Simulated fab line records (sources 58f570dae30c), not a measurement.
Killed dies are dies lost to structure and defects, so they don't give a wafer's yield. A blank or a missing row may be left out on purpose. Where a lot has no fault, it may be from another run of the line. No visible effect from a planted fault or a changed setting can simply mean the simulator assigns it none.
Matching of chambers ; flow berkeley cmos170 ; 4 sister chambers for UCB170_PWELL_ETCH_14 on rie diel-04
The step etches Si3N4 in CH3F/Ar/O2, stops on SiO2, target depth 242 nm, time 151 s. 8 wafers are shown with their chamber, then 7 later ones without.

WAFERS, EACH WITH ITS CHAMBER
wafer;chamber;drypump motor current A (A);throttle valve pct (%)
L186.1;3;5.7;8.14
L189.2;2;6.1;8.07
L189.3;1;5.7;8.14
L190.1;0;6.0;8.18
L190.5;1;5.7;8.14
L190.6;0;6.0;8.16
L201.1;2;6.1;8.08
L201.5;3;5.8;8.12

WAFERS WITHOUT THEIR CHAMBER
wafer;drypump motor current A (A);throttle valve pct (%)
L201.6;6.1;8.06
L206.2;6.0;8.17
L206.4;5.7;8.14
L206.5;5.7;8.14
L207.2;5.7;8.14
L207.3;6.0;8.16
L207.6;6.1;8.06

THE CHAMBER EACH PASSED THROUGH
wafer;from the rows above;in truth
L201.6;2;2
L206.2;0;0
L206.4;can't be placed: 1 or 3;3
L206.5;can't be placed: 1 or 3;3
L207.2;can't be placed: 1 or 3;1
L207.3;0;0
L207.6;2;2
Correct placement for 4 of the 7. Cannot be placed on the basis of these rows: 3; the candidates contain the true chamber in 3. Wrongly placed: 0.
How it was worked out, from the rows above alone: a wafer's distance from a chamber is the root of the sum, over the readings, of the square of ((its reading less the chamber's mean) divided by the reading's scatter). If the next closest chamber is less than 2 further off than the closest, the wafer can't be placed; otherwise it belongs to the closest. A chamber's mean is the mean of its shown wafers. The scatter: the root of (the sum of the squares of (reading less its chamber's mean) over the shown wafers, divided by (wafers less chambers)).
